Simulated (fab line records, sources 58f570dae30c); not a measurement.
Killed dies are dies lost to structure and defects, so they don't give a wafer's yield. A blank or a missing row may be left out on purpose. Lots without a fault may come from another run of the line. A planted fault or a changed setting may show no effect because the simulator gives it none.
fab line records | flow berkeley_cmos170 | part 1 of 2: steps 1 to 29 of 41
record lots=5 wafers=15 last_day=10
route steps=331 shown PSD@186 NSD@187 BACKSIDE@199 SDANNEAL@204 PLDD@208 NLDD@209 SILICIDE@210 CONTACT@216
lots that met no fault: from a run of the same line without faults
start_h: hours from the record's first day to the start of the lot's first wafer shown | wait_h: hours since the lot's step before | " the same as in the row above | L1.1+2: a row that stands for several wafers | - no value, or no start given | * or withheld: withheld | < > ~ a bound
route shown NAME@n: a module of which the file shows steps, and the number in the route of the first | usual: mean/standard deviation of fault-free wafers | same: alike in all rows | chamber/n: place in a boat | sites: the reading at each site | _std_site: their standard deviation | _edge_site: outer sites' mean less inner sites' | radius_mm: how far each site lies from the wafer's centre | mask NAME#n: copy n | behind: the tool/chamber that last shaped the wafer | hold: why the lot was held/for how many hours/how that ended | device: the transistor (n, p or np) that didn't switch | end of line: the same wafers' tests at the end of the route | a step without rows: its recipe alone | killed: dies lost to structure and defects at the first sort, not the wafer's yield | map: a wafer's dies, x killed, . not, _ none there
set.NAME: the setting as run; set.NAME@STEP: as run at that earlier step | model.NAME: the simulator's own value behind a step, which no gauge read
lots at some steps of the route; a table a step, a row a wafer
services: from which hour (start_h, from the record's first day; less than 0 if before it) a tool's chamber was out of use, for how many hours, and why
## steps
# step UCB170_PSD_CLEAN_11
# recipe chemistry=SPM temp_c=120 time_s=600
# usual bath_heat_duty_pct=13.9/1.4
# columns lot.wafer tool chamber start_h wait_h bath_heat_duty_pct
L077.2 wet_bench-02 2 143.08 0.0 14.5
L077.4 " 2 " " 14.1
L077.6 " 2 " " 16.1
L075.2 wet_bench-03 0 143.37 0.0 14.1
L075.4 " 0 " " 14.9
L075.6 " 0 " " 13.6
L083.2 wet_bench-01 0 187.86 0.0 14.9
L083.5 " 0 " " 15.1
L083.6 " 0 " " 14.6
L087.2 wet_bench-01 3 199.64 0.0 11.5
L087.4 " 3 " " 12.0
L087.5 " 3 " " 13.0
L091.3 wet_bench-02 3 218.06 0.2 13.8
L091.4 " 3 " " 15.2
L091.5 " 3 " " 14.1
# step UCB170_NSD_HMDS_00
# recipe prime_time_s=60 prime_temp_c=100
# columns lot.wafer tool chamber start_h wait_h
L077.2+4+6 litho_track-01 0 143.28 0.0
L075.2+4+6 litho_track-04 0 143.57 0.0
L083.2+5+6 litho_track-01 0 188.08 0.0
L087.2+4+5 litho_track-03 0 199.85 0.0
L091.3+4+5 litho_track-01 0 218.38 0.1
# step UCB170_NSD_COAT_01
# recipe resist=KrF spin_rpm=1500 resist_thk_nm=900
# columns lot.wafer tool chamber start_h wait_h
L077.2+4+6 litho_track-01 0 143.43 0.1
L075.2+4+6 litho_track-04 0 143.72 0.1
L083.2+5+6 litho_track-01 0 188.23 0.1
L087.2+4+5 litho_track-03 0 200.00 0.1
L091.3+4+5 litho_track-01 0 218.53 0.1
# step UCB170_NSD_SOFTBAKE_02
# recipe resist=KrF temp_c=130 time_s=60
# columns lot.wafer tool chamber start_h wait_h
L077.2+4+6 litho_track-01 0 143.58 0.1
L075.2+4+6 litho_track-04 0 143.87 0.1
L083.2+5+6 litho_track-01 0 188.38 0.1
L087.2+4+5 litho_track-03 0 200.15 0.1
L091.3+4+5 litho_track-01 0 218.68 0.1
# step UCB170_NSD_EXPOSE_03
# recipe mask_id=NSELECT_MOD na=0.5 sigma_outer=0.6 source_shape=conventional target_cd_nm=1200 dose_mj=29.78
# columns lot.wafer tool chamber start_h wait_h mask
L077.2+4+6 krf_scanner-01 0 143.72 0.1 NSELECT_MOD#0
L075.2+4+6 krf_scanner-02 0 144.08 0.2 NSELECT_MOD#0
L083.2+5+6 krf_scanner-01 0 188.53 0.1 NSELECT_MOD#0
L087.2+4+5 krf_scanner-01 0 200.30 0.1 NSELECT_MOD#0
L091.3+4+5 krf_scanner-02 0 218.95 0.2 NSELECT_MOD#0
# step UCB170_NSD_PEB_04
# recipe peb_temp_c=130 peb_time_s=withheld resist=KrF
# columns lot.wafer tool chamber start_h wait_h
L077.2+4+6 litho_track-03 0 143.84 0.1
L075.2+4+6 litho_track-01 0 144.20 0.1
L083.2+5+6 litho_track-03 0 188.83 0.3
L087.2+4+5 litho_track-04 0 200.47 0.2
L091.3+4+5 litho_track-04 0 219.52 0.6
# step UCB170_NSD_DEVELOP_05
# recipe developer=TMAH develop_time_s=45 resist=KrF dev_temp_c=21
# columns lot.wafer tool chamber start_h wait_h
L077.2+4+6 litho_track-03 0 - -
L075.2+4+6 litho_track-01 0 - -
L083.2+5+6 litho_track-03 0 - -
L087.2+4+5 litho_track-04 0 - -
L091.3+4+5 litho_track-04 0 - -
# step UCB170_NSD_CD_MEAS_06
# recipe target_cd_nm=1200
# usual cd_nm=1199.9/1.5
# columns lot.wafer tool chamber start_h wait_h cd_nm
L077.2 cd_sem-02 - 144.11 - 1197.5
L077.4 " - " " 1197.2
L077.6 " - " " 1198.5
L075.2 cd_sem-01 - 144.47 - 1203.5
L075.4 " - " " 1201.5
L075.6 " - " " 1201.9
L083.2 cd_sem-01 - 189.10 - 1200.8
L083.5 " - " " 1200.6
L083.6 " - " " 1199.3
L087.2 cd_sem-01 - 200.74 - 1201.2
L087.4 " - " " 1199.9
L087.5 " - " " 1199.5
L091.3 cd_sem-02 - 219.78 - 1198.8
L091.4 " - " " 1199.1
L091.5 " - " " 1198.4
# step UCB170_NSD_OVL_MEAS_07
# usual NSD_OVL=1/4.5
# columns lot.wafer tool chamber start_h wait_h NSD_OVL[nm]
L077.2 overlay-01 - 144.22 0.1 4
L077.4 " - " " 0
L077.6 " - " " 6
L075.2 overlay-02 - 144.58 0.1 -2
L075.4 " - " " -1
L075.6 " - " " -2
L083.2 overlay-01 - 189.20 0.1 8
L083.5 " - " " 9
L083.6 " - " " 11
L087.2 overlay-02 - 200.85 0.1 3
L087.4 " - " " 4
L087.5 " - " " -5
L091.3 overlay-01 - 219.87 0.1 -3
L091.4 " - " " -6
L091.5 " - " " -2
# step UCB170_NSD_IMPLANT_08
# recipe species=P dose_cm2=3e+15 energy_kev=40 tilt_deg=7
# columns lot.wafer tool chamber start_h wait_h
L077.2+4+6 implanter-01 0 144.27 0.0
L075.2+4+6 implanter-04 0 144.63 0.0
L083.2+5+6 implanter-04 0 189.26 0.0
L087.2+4+5 implanter-04 0 200.90 0.0
L091.3+4+5 implanter-01 0 219.95 0.1
# step UCB170_NSD_STRIP_09
# recipe chemistry=O2 power_w=400 pressure_mtorr=3500 platen_temp_c=withheld o2_flow_sccm=400 overash_fraction=0.5
# usual drypump_motor_current_A=5.80/0.27 oes_product_au=0.533/0.0045 strip_time_to_endpoint_s=35.82/0.07
# columns lot.wafer tool chamber start_h wait_h drypump_motor_current_A oes_product_au rf_hours_counter_h strip_time_to_endpoint_s
L077.2 plasma_asher-03 0 144.40 0.1 6.38 0.529 1 35.87
L077.4 " 1 " " 5.78 0.529 - 35.90
L077.6 " 1 " " 5.78 0.535 - 35.91
L075.2 plasma_asher-02 1 144.76 0.1 5.48 0.531 37 35.73
L075.4 " 0 " " 5.79 0.523 - 35.84
L075.6 " 1 " " 5.50 0.537 - 35.79
L083.2 plasma_asher-03 0 189.38 0.1 6.32 0.537 6 35.85
L083.5 " 0 " " 6.36 0.531 - 35.82
L083.6 " 1 " " 5.78 0.540 - 35.87
L087.2 plasma_asher-04 0 201.03 0.1 5.52 0.540 50 35.86
L087.4 " 0 " " 5.56 0.533 - 35.87
L087.5 " 1 " " 5.93 0.536 - 35.83
L091.3 plasma_asher-02 0 220.08 0.1 5.79 0.532 - 35.87
L091.4 " 1 " " 5.50 0.535 - 35.84
L091.5 " 1 " " 5.51 0.529 - 35.90
# step UCB170_NSD_TW_MEAS_10
# usual NSD_TW=4174/41
# columns lot.wafer tool chamber start_h wait_h NSD_TW
L077.2 film_metro-01 - 144.51 0.1 4146
L077.4 " - " " 4135
L077.6 " - " " 4137
L075.2 film_metro-01 - 144.87 0.1 4133
L075.4 " - " " 4118
L075.6 " - " " 4144
L083.2 film_metro-03 - 189.49 0.1 4209
L083.5 " - " " 4177
L083.6 " - " " 4211
L087.2 film_metro-03 - 201.14 0.1 4138
L087.4 " - " " 4155
L087.5 " - " " 4173
L091.3 film_metro-01 - 220.17 0.1 4130
L091.4 " - " " 4106
L091.5 " - " " 4111
# step UCB170_NSD_CLEAN_11
# recipe chemistry=SPM temp_c=120 time_s=600
# usual bath_heat_duty_pct=13.7/1.5
# columns lot.wafer tool chamber start_h wait_h bath_heat_duty_pct
L077.2 wet_bench-04 2 144.56 0.0 11.8
L077.4 " 2 " " 11.2
L077.6 " 2 " " 12.2
L075.2 wet_bench-02 1 144.92 0.0 13.0
L075.4 " 1 " " 13.5
L075.6 " 1 " " 12.6
L083.2 wet_bench-03 0 189.54 0.0 15.0
L083.5 " 0 " " 13.7
L083.6 " 0 " " 14.5
L087.2 wet_bench-04 1 201.19 0.0 14.4
L087.4 " 1 " " 14.7
L087.5 " 1 " " 14.2
L091.3 wet_bench-04 3 220.21 0.0 13.5
L091.4 " 3 " " 14.4
L091.5 " 3 " " 14.3
# step UCB170_BACKSIDE_HMDS_00
# recipe prime_time_s=60 prime_temp_c=100
# columns lot.wafer tool chamber start_h wait_h
L077.2+4+6 litho_track-03 0 144.76 0.0
L075.2+4+6 litho_track-03 0 145.21 0.1
L083.2+5+6 litho_track-02 0 189.94 0.2
L087.2+4+5 litho_track-02 0 201.42 0.0
L091.3+4+5 litho_track-02 0 220.87 0.5
# step UCB170_BACKSIDE_COAT_01
# recipe resist=KrF spin_rpm=1500 resist_thk_nm=900
# columns lot.wafer tool chamber start_h wait_h
L077.2+4+6 litho_track-03 0 144.91 0.1
L075.2+4+6 litho_track-03 0 145.36 0.1
L083.2+5+6 litho_track-02 0 190.09 0.1
L087.2+4+5 litho_track-02 0 201.57 0.1
L091.3+4+5 litho_track-02 0 221.02 0.1
# step UCB170_BACKSIDE_SOFTBAKE_02
# recipe resist=KrF temp_c=130 time_s=60
# columns lot.wafer tool chamber start_h wait_h
L077.2+4+6 litho_track-03 0 145.06 0.1
L075.2+4+6 litho_track-03 0 145.51 0.1
L083.2+5+6 litho_track-02 0 190.24 0.1
L087.2+4+5 litho_track-02 0 201.72 0.1
L091.3+4+5 litho_track-02 0 221.17 0.1
# step UCB170_BACKSIDE_STRIP_03
# recipe chemistry=O2 power_w=400 pressure_mtorr=3500 platen_temp_c=withheld o2_flow_sccm=400 overash_fraction=0.5
# usual drypump_motor_current_A=5.7/0.42 oes_product_au=0.735/0.0047 strip_time_to_endpoint_s=22.00/0.064
# columns lot.wafer tool chamber start_h wait_h drypump_motor_current_A oes_product_au rf_hours_counter_h strip_time_to_endpoint_s
L077.2 plasma_asher-03 0 145.18 0.1 6.3 0.735 1 21.99
L077.4 " 0 " " 6.3 0.738 - 22.01
L077.6 " 0 " " 6.3 0.732 - 22.02
L075.2 plasma_asher-01 0 145.63 0.1 5.0 0.734 45 21.89
L075.4 " 1 " " 5.6 0.734 - 21.89
L075.6 " 0 " " 5.0 0.740 - 21.94
L083.2 plasma_asher-01 1 190.37 0.1 5.7 0.734 50 21.99
L083.5 " 1 " " 5.7 0.734 - 21.98
L083.6 " 0 " " 5.0 0.741 - 21.98
L087.2 plasma_asher-04 1 201.84 0.1 5.9 0.734 50 22.03
L087.4 " 0 " " 5.6 0.735 - 22.14
L087.5 " 0 " " 5.6 0.728 - 22.05
L091.3 plasma_asher-04 0 221.30 0.1 5.5 0.737 - 22.08
L091.4 " 1 " " 5.9 0.737 - 22.02
L091.5 " 0 " " 5.5 0.729 - 22.02
# step UCB170_BACKSIDE_CLEAN_04
# recipe chemistry=SPM temp_c=120 time_s=600
# usual bath_heat_duty_pct=13.7/1.2
# columns lot.wafer tool chamber start_h wait_h bath_heat_duty_pct
L077.2 wet_bench-02 2 145.28 0.1 14.9
L077.4 " 2 " " 14.1
L077.6 " 2 " " 16.1
L075.2 wet_bench-04 2 145.73 0.1 10.7
L075.4 " 2 " " 10.9
L075.6 " 2 " " 12.7
L083.2 wet_bench-02 2 190.47 0.1 15.6
L083.5 " 2 " " 16.3
L083.6 " 2 " " 14.4
L087.2 wet_bench-04 3 201.94 0.1 13.5
L087.4 " 3 " " 14.7
L087.5 " 3 " " 14.0
L091.3 wet_bench-04 3 221.37 0.0 12.9
L091.4 " 3 " " 13.9
L091.5 " 3 " " 14.4
# step UCB170_SDANNEAL_RTA_00
# recipe temp_c=900 time_s=10 ambient=N2
# usual lamp_power_pct=25.3/0.36 wafer_temp_C_max=904.2/1.1
# columns lot.wafer tool chamber start_h wait_h lamp_power_pct wafer_temp_C_max
L077.2 rtp_anneal-02 0 145.47 0.0 25.8 903.6
L077.4 " 0 " " 25.8 903.1
L077.6 " 0 " " 25.7 903.9
L075.2 rtp_anneal-02 0 145.92 0.0 25.7 903.2
L075.4 " 0 " " 25.7 904.0
L075.6 " 0 " " 25.7 904.0
L083.2 rtp_anneal-02 0 190.65 0.0 25.7 904.0
L083.5 " 0 " " 25.8 903.9
L083.6 " 0 " " 25.7 904.5
L087.2 rtp_anneal-02 0 202.15 0.0 25.7 903.1
L087.4 " 0 " " 25.7 902.8
L087.5 " 0 " " 25.7 903.0
L091.3 rtp_anneal-01 0 221.56 0.0 25.0 905.3
L091.4 " 0 " " 25.0 904.8
L091.5 " 0 " " 25.0 904.6
# step UCB170_SDANNEAL_RTA_01
# recipe temp_c=1050 time_s=5 ambient=N2
# usual lamp_power_pct=39.1/0.57 wafer_temp_C_max=1054.9/1.2
# columns lot.wafer tool chamber start_h wait_h lamp_power_pct wafer_temp_C_max
L077.2 rtp_anneal-02 0 145.54 0.1 39.7 1053.6
L077.4 " 0 " " 39.8 1055.5
L077.6 " 0 " " 39.7 1054.0
L075.2 rtp_anneal-02 0 145.99 0.1 39.7 1053.1
L075.4 " 0 " " 39.7 1053.6
L075.6 " 0 " " 39.7 1053.8
L083.2 rtp_anneal-02 0 190.72 0.1 39.7 1054.1
L083.5 " 0 " " 39.7 1053.2
L083.6 " 0 " " 39.7 1054.1
L087.2 rtp_anneal-02 0 202.21 0.1 39.8 1056.9
L087.4 " 0 " " 39.7 1054.2
L087.5 " 0 " " 39.7 1054.4
L091.3 rtp_anneal-01 0 221.63 0.1 38.6 1055.6
L091.4 " 0 " " 38.6 1055.8
L091.5 " 0 " " 38.6 1058.8
# step UCB170_SDANNEAL_RS_MEAS_02
# recipe thk_meas_gauge=four-point-probe
# usual PSD_RS=75.56/0.26
# columns lot.wafer tool chamber start_h wait_h PSD_RS[ohm/sq]
L077.2 film_metro-03 - 145.60 0.1 75.80
L077.4 " - " " 75.87
L077.6 " - " " 76.13
L075.2 film_metro-03 - 146.08 0.1 75.41
L075.4 " - " " 75.59
L075.6 " - " " 75.24
L083.2 film_metro-02 - 190.79 0.1 75.94
L083.5 " - " " 75.76
L083.6 " - " " 76.08
L087.2 film_metro-01 - 202.28 0.1 75.83
L087.4 " - " " 75.69
L087.5 " - " " 75.72
L091.3 film_metro-02 - 221.71 0.1 75.96
L091.4 " - " " 75.49
L091.5 " - " " 75.56
# step UCB170_SDANNEAL_RS_MEAS_03
# recipe thk_meas_gauge=four-point-probe
# usual NSD_RS=37.24/0.072
# columns lot.wafer tool chamber start_h wait_h NSD_RS[ohm/sq]
L077.2 film_metro-03 - 145.72 0.1 37.25
L077.4 " - " " 37.24
L077.6 " - " " 37.16
L075.2 film_metro-03 - 146.20 0.1 37.28
L075.4 " - " " 37.41
L075.6 " - " " 37.39
L083.2 film_metro-02 - 190.91 0.1 37.23
L083.5 " - " " 37.17
L083.6 " - " " 37.17
L087.2 film_metro-01 - 202.40 0.1 37.18
L087.4 " - " " 37.15
L087.5 " - " " 37.17
L091.3 film_metro-02 - 221.83 0.1 37.34
L091.4 " - " " 37.28
L091.5 " - " " 37.27
# step UCB170_SDANNEAL_RS_MEAS_04
# recipe thk_meas_gauge=four-point-probe
# usual PLDD_RS=1031.3/2.8
# columns lot.wafer tool chamber start_h wait_h PLDD_RS[ohm/sq]
L077.2 film_metro-03 - 145.84 0.1 1035.3
L077.4 " - " " 1034.6
L077.6 " - " " 1031.0
L075.2 film_metro-03 - 146.32 0.1 1032.3
L075.4 " - " " 1034.3
L075.6 " - " " 1031.5
L083.2 film_metro-02 - 191.03 0.1 1032.3
L083.5 " - " " 1031.1
L083.6 " - " " 1034.0
L087.2 film_metro-01 - 202.52 0.1 1034.9
L087.4 " - " " 1036.1
L087.5 " - " " 1035.6
L091.3 film_metro-02 - 221.95 0.1 1032.1
L091.4 " - " " 1031.8
L091.5 " - " " 1030.9
# step UCB170_SDANNEAL_RS_MEAS_05
# recipe thk_meas_gauge=four-point-probe
# usual NLDD_RS=616.2/1.4
# columns lot.wafer tool chamber start_h wait_h NLDD_RS[ohm/sq]
L077.2 film_metro-03 - 145.96 0.1 616.1
L077.4 " - " " 615.7
L077.6 " - " " 616.4
L075.2 film_metro-03 - 146.44 0.1 615.7
L075.4 " - " " 618.2
L075.6 " - " " 618.1
L083.2 film_metro-02 - 191.15 0.1 615.8
L083.5 " - " " 617.4
L083.6 " - " " 616.5
L087.2 film_metro-01 - 202.64 0.1 618.0
L087.4 " - " " 619.0
L087.5 " - " " 618.5
L091.3 film_metro-02 - 222.07 0.1 614.0
L091.4 " - " " 613.7
L091.5 " - " " 615.1
# step UCB170_SILICIDE_PRE_CLEAN_00
# recipe gas=Ar preclean_etch_time_s=60
# columns lot.wafer tool chamber start_h wait_h
L077.2+4+6 pvd_sputter-01 - 146.06 0.1
L075.2+4+6 pvd_sputter-02 - 146.54 0.1
L083.2+5+6 pvd_sputter-02 - 191.25 0.1
L087.2+4+5 pvd_sputter-02 - 202.74 0.1
L091.3+4+5 pvd_sputter-01 - 222.15 0.1
# step UCB170_SILICIDE_SPUTTER_01
# recipe material=Ti target_thk_nm=30 time_s=25 power_w=1500 chamber_pressure_pa=0.5
# usual cathode_dc_power_W=1500.0/0.28 throttle_valve_pct=30.3/0.79
# columns lot.wafer tool chamber start_h wait_h cathode_dc_power_W throttle_valve_pct
L077.2 pvd_sputter-01 - 146.13 0.0 1499.9 31.0
L077.4 " - " " 1500.3 30.5
L077.6 " - " " 1499.6 31.6
L075.2 pvd_sputter-02 - 146.61 0.0 1499.9 30.1
L075.4 " - " " 1499.6 30.5
L075.6 " - " " 1500.6 30.3
L083.2 pvd_sputter-02 - 191.31 0.0 1500.2 31.2
L083.5 " - " " 1500.2 30.2
L083.6 " - " " 1500.1 29.3
L087.2 pvd_sputter-02 - 202.81 0.0 1499.6 30.9
L087.4 " - " " 1499.8 30.6
L087.5 " - " " 1500.2 29.2
L091.3 pvd_sputter-01 - 222.21 0.0 1500.7 31.6
L091.4 " - " " 1500.1 30.7
L091.5 " - " " 1499.9 30.3
# step UCB170_SILICIDE_RS_MEAS_02
# recipe thk_meas_gauge=four-point-probe reads=Ti_of_SILICIDE_SPUTTER_01
# usual SILICIDE_TI_RS=26.2/0.36
# columns lot.wafer tool chamber start_h wait_h SILICIDE_TI_RS[ohm/sq]
L077.2 film_metro-04 - 146.23 0.1 26.9
L077.4 " - " " 27.3
L077.6 " - " " 26.3
L075.2 film_metro-03 - 146.66 0.0 26.0
L075.4 " - " " 26.1
L075.6 " - " " 25.9
L083.2 film_metro-04 - 191.36 0.0 26.4
L083.5 " - " " 26.1
L083.6 " - " " 26.2
L087.2 film_metro-02 - 202.86 0.0 25.9
L087.4 " - " " 25.9
L087.5 " - " " 25.8
L091.3 film_metro-03 - 222.28 0.1 25.5
L091.4 " - " " 26.3
L091.5 " - " " 26.2
# step UCB170_SILICIDE_THK_MEAS_03
# recipe thk_meas_gauge=xrf reads=Ti_of_SILICIDE_SPUTTER_01
# usual SILICIDE_TI_THK=29.4/0.44
# columns lot.wafer tool chamber start_h wait_h SILICIDE_TI_THK[nm]
L077.2 film_metro-04 - 146.34 0.1 28.7
L077.4 " - " " 28.3
L077.6 " - " " 29.1
L075.2 film_metro-03 - 146.77 0.1 29.6
L075.4 " - " " 29.7
L075.6 " - " " 29.7
L083.2 film_metro-04 - 191.47 0.1 29.0
L083.5 " - " " 29.1
L083.6 " - " " 29.2
L087.2 film_metro-02 - 202.97 0.1 29.7
L087.4 " - " " 29.8
L087.5 " - " " 29.8
L091.3 film_metro-03 - 222.38 0.1 30.4
L091.4 " - " " 29.5
L091.5 " - " " 29.8
# step UCB170_SILICIDE_RTA_04
# recipe temp_c=650 time_s=15 ambient=N2
# usual lamp_power_pct=10.86/0.16 wafer_temp_C_max=653.1/0.8
# columns lot.wafer tool chamber start_h wait_h lamp_power_pct wafer_temp_C_max
L077.2 rtp_anneal-01 0 146.40 0.1 10.72 653.7
L077.4 " 0 " " 10.70 654.3
L077.6 " 0 " " 10.71 652.8
L075.2 rtp_anneal-01 0 146.83 0.1 10.71 653.1
L075.4 " 0 " " 10.72 654.1
L075.6 " 0 " " 10.71 652.6
L083.2 rtp_anneal-02 0 191.54 0.1 11.03 652.5
L083.5 " 0 " " 11.03 653.5
L083.6 " 0 " " 11.03 652.8
L087.2 rtp_anneal-01 0 203.03 0.1 10.70 653.2
L087.4 " 0 " " 10.71 653.1
L087.5 " 0 " " 10.73 652.6
L091.3 rtp_anneal-02 0 222.45 0.1 11.05 652.0
L091.4 " 0 " " 11.04 652.6
L091.5 " 0 " " 11.05 652.3
